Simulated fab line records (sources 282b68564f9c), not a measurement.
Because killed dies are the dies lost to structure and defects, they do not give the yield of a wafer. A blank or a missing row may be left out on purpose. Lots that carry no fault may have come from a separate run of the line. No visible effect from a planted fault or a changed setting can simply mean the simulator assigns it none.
A lot that was struck, set against a sound lot :: flow rit_cmos :: 20 steps out of a route of 202
Sound: these wafers, L334.3, L334.4, L334.6. Struck: wafers L325.4, L325.5, L325.6. Last of all comes the cause.
At each step with rows: each side's tool, then ch and its chambers, then its first start. Under that, the readings that differ: sound wafers :: struck wafers :: difference of the means :: sigmas: that difference in standard deviations of wafers without a fault.
alike: readings whose means differ by less than 2 such deviations, and words and numbers that are the same on both sides. not compared: withheld readings, readings that some wafer has no value for, bounds like >300 that may hide the same value, and numbers for which the record gives no deviation and whose values overlap.
A row with sigmas, a row that says differs or no value, or rows on one side alone: a step with any of these is where the two part. Numbers that have no deviation but don't overlap get no sigmas and don't part them. A reading that every wafer of one side lacks parts them only if that side has two wafers or more.

RIT_CONTACT_CD_MEAS_08: the cd target is 1000 nm.
  sound on cd_sem-01 at day 7 09:24; struck on cd_sem-02 at day 5 02:13
  alike: cd_nm
RIT_CONTACT_OVL_MEAS_09:
  sound on overlay-01 at day 7 09:29; struck on overlay-01 at day 5 02:17
  alike: CONTACT_OVL
then, 1 step without rows for these wafers: RIT_CONTACT_HARDBAKE_10 (time 60 s).
RIT_CONTACT_ETCH_11: etches SiO2 in CHF3/CF4/Ar, stops on TiSi2, target depth 480 nm, time 320 s.
  sound on rie_diel-03 ch 0,1, day 7 09:40; struck on rie_diel-04 ch 1,2, day 5 02:33
  alike: drypump_motor_current_A, mfc_ar_sccm, oes_product_au, throttle_valve_pct
  not compared: rf_hours_counter_h
RIT_CONTACT_STRIP_12: strips in O2, time 180 s.
  sound on plasma_asher-02 ch 0,1, day 7 09:55; struck on plasma_asher-03 ch 0,1, day 5 02:48
  alike: drypump_motor_current_A, rf_refl_power_W
  not compared: rf_hours_counter_h
RIT_CONTACT_CD_MEAS_90: the cd target is 1000 nm.
  sound on cd_sem-01 at day 7 10:04; struck on cd_sem-02 at day 5 02:59
  alike: cd_nm
then, 2 steps without rows for these wafers: RIT_CONTACT_CLEAN_13 (cleans in SC1, time 600 s); RIT_CONTACT_CLEAN_14 (cleans in SC2, time 600 s).
RIT_M1_SPUTTER_00: material Al, target thk 400 nm, time 500 s.
  sound on pvd_sputter-02 at day 7 10:30; struck on pvd_sputter-03 at day 5 03:35
  alike: throttle_valve_pct
RIT_M1_RS_MEAS_01: measures by four-point-probe.
  sound on film_metro-04 at day 7 10:50; struck on film_metro-02 at day 5 03:57
reading: M1_AL_RS (ohm/sq)
sound: 0.0721 0.0722 0.0727
struck: 0.0733 0.0742 0.0740
difference: +0.0015
sigmas: +2
RIT_M1_THK_MEAS_02: measures by xrf.
  sound on film_metro-04 at day 7 10:56; struck on film_metro-02 at day 5 04:02
  alike: M1_AL_THK
then, 1 step without rows for these wafers: RIT_M1_HMDS_03 (prime time 60 s).
RIT_M1_COAT_04: resist thk 1300 nm.
  sound on litho_track-01 ch 0, day 7 11:11; struck on litho_track-04, day 5 04:17
  no value came back on the struck wafers for chill_plate_temp_C (C), dispense_pressure_kPa (kPa), exhaust_pa (Pa); on the sound wafers chill_plate_temp_C (C) reads 22.92 22.84 22.84
then, 4 steps without rows for these wafers: RIT_M1_SOFTBAKE_05 (time 60 s); RIT_M1_EXPOSE_06 (exposes mask M12, target cd 2600 nm); RIT_M1_PEB_07; RIT_M1_DEVELOP_08 (develop time 68 s).
RIT_M1_CD_MEAS_09: the cd target is 2600 nm.
  sound on cd_sem-02 at day 7 12:01; struck on cd_sem-02 at day 5 05:01
reading: cd_nm (nm)
sound: 2601.1 2600.2 2600.9
struck: - - -
difference: no value on the struck wafers
sigmas: 
RIT_M1_OVL_MEAS_10:
  sound on overlay-01 at day 7 12:07; struck on overlay-01 at day 5 05:05
reading: M1_OVL (nm)
sound: -0.6 0.7 0.2
struck: - - -
difference: no value on the struck wafers
sigmas: 
RIT_M1_PROBE_99:
  sound on prober-01 at day 7 15:16; struck on prober-02 at day 5 11:07
reading: defect_limited_yield (%)
sound: 97.3 97.0 98.9
struck: 0 0 0
difference: -98
sigmas: -89

reading: killed_at_M0_to_M3
sound: 0 0 0
struck: 259 259 259
difference: +259
sigmas: 

reading: killed_dies
sound: 7 8 3
struck: 264 264 264
difference: +258
sigmas: +92

reading: killed_on_rim
sound: 2 0 1
struck: 70 70 70
difference: +69
sigmas: +53

reading: sort_bin_5_function (%)
sound: 1.9 1.5 0.8
struck: 99.2 99.2 99.2
difference: +97.8
sigmas: +99 or more

reading: sort_n_pass
sound: 257.0 256.0 261.0
struck: 0 0 0
difference: -258
sigmas: -92

reading: sort_yield_pct (%)
sound: 97.3 97.0 98.9
struck: 0 0 0
difference: -98
sigmas: -89
  alike: killed_at_contacts, killed_at_front_end, killed_open, killed_short, sort_bin_3_pad_short, sort_bin_6_memory

WHERE THEY PART
First at RIT_M1_RS_MEAS_01; last, within this record, at RIT_M1_PROBE_99.

WHY: whatever the simulator had introduced
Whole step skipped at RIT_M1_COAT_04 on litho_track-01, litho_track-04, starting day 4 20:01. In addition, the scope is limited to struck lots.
